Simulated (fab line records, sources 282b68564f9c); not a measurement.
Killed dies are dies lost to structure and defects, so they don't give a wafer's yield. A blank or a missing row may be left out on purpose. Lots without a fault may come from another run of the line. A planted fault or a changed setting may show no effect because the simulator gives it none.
Split-lot experiment | flow rit_cmos | 5 lots, 23 wafers read, on a route of 202 steps

THE SPLIT
At RIT_NLDD_SOFTBAKE_02 (time 60 s), the setting temp_c was moved away from the recipe's 90 C on 11 of the 23 wafers read, by -4.1% to +3.7%. The other wafers ran this setting at the recipe's value.

FROM THE SPLIT TO THE READING: what the file shows between them, 2 steps
- RIT_NLDD_EXPOSE_03: exposes mask M7, target cd 40700 nm
- RIT_NLDD_PEB_04

THE READING
NOVOLAK_of_NLDD_COAT_01.thk_nm (the simulator's own value, which no gauge read), in nm, at RIT_NLDD_DEVELOP_05 (develop time 50 s). The file gives no usual value for it. The 12 wafers here that ran the recipe average 999.7 nm, standard deviation 3.5 nm.

wafer  | tool, chamber at the split | temp_c as run, C | against the recipe | NOVOLAK_of_NLDD_COAT_01.thk_nm, nm | against lot-mates on the recipe
L078.1 | litho_track-02, 0          | 90               | recipe             | 1004                               | -
L078.2 | litho_track-02, 0          | 90               | recipe             | 1004                               | -
L078.5 | litho_track-02, 0          | 90               | recipe             | 1003                               | -
L079.1 | litho_track-03, 0          | 93.33            | +3.7%              | 986                                | -9.9
L079.2 | litho_track-03, 0          | 93.33            | +3.7%              | 987.6                              | -8.3
L079.3 | litho_track-03, 0          | 90               | recipe             | 995.3                              | -
L079.5 | litho_track-03, 0          | 90               | recipe             | 997.7                              | -
L079.6 | litho_track-03, 0          | 90               | recipe             | 994.8                              | -
L080.1 | litho_track-04, 0          | 86.32            | -4.1%              | 1005                               | +9.4
L080.3 | litho_track-04, 0          | 86.32            | -4.1%              | 1005                               | +9.4
L080.2 | litho_track-04, 0          | 90               | recipe             | 995.4                              | -
L080.4 | litho_track-04, 0          | 86.32            | -4.1%              | 1004                               | +8.4
L080.5 | litho_track-04, 0          | 90               | recipe             | 995.8                              | -
L084.1 | litho_track-03, 0          | 88.05            | -2.2%              | 1007                               | +5.5
L084.2 | litho_track-03, 0          | 90               | recipe             | 1001                               | -
L084.3 | litho_track-03, 0          | 88.05            | -2.2%              | 1005                               | +3.5
L084.5 | litho_track-03, 0          | 90               | recipe             | 1002                               | -
L084.6 | litho_track-03, 0          | 88.05            | -2.2%              | 1004                               | +2.5
L085.2 | litho_track-03, 0          | 90               | recipe             | 1000                               | -
L085.3 | litho_track-03, 0          | 93.32            | +3.7%              | 990.9                              | -10.6
L085.4 | litho_track-03, 0          | 93.32            | +3.7%              | 991.3                              | -10.2
L085.5 | litho_track-03, 0          | 90               | recipe             | 1003                               | -
L085.6 | litho_track-03, 0          | 93.32            | +3.7%              | 992.1                              | -9.4

THE FIT
A straight line over all 23 wafers: NOVOLAK_of_NLDD_COAT_01.thk_nm changes by -2.15 nm for each +1% of temp_c; r = -0.85; the points scatter about the line by 3.3 nm.
The same after taking each lot's own level away (the mean of its wafers on the recipe; 23 wafers): -2.38 nm for each +1%; r = -0.98; scatter 1.1 nm.
On that fit, the largest move of temp_c shifts the reading by 9.7 nm.
The lots' own levels span 995.60 to 1003.67 nm, that is 2.3 times the standard deviation above.
So the lot-to-lot level changes the slope little: the two slopes agree.
Check: with one of the wafers moved furthest among these (-4.1%) left out of the fit, the line predicts +9.25 nm for it against its lot-mates. It came out at +9.4 nm against them.

OTHER SPLITS ON THESE WAFERS
These wafers also went through other splits before the reading. Each is held against what the fit with the lots' levels taken away leaves over:
other split on the same wafers | wafers away from the commonest value | r with NOVOLAK_of_NLDD_COAT_01.thk_nm (lot level and that fit taken away)
RIT_GATE_EXPOSE_13 dose_mj     | 5                                    | +0.13

THE FILE'S OWN FIT
NOVOLAK_of_NLDD_COAT_01.thk_nm changes by -2.39 nm for each +1% of temp_c, r = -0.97.
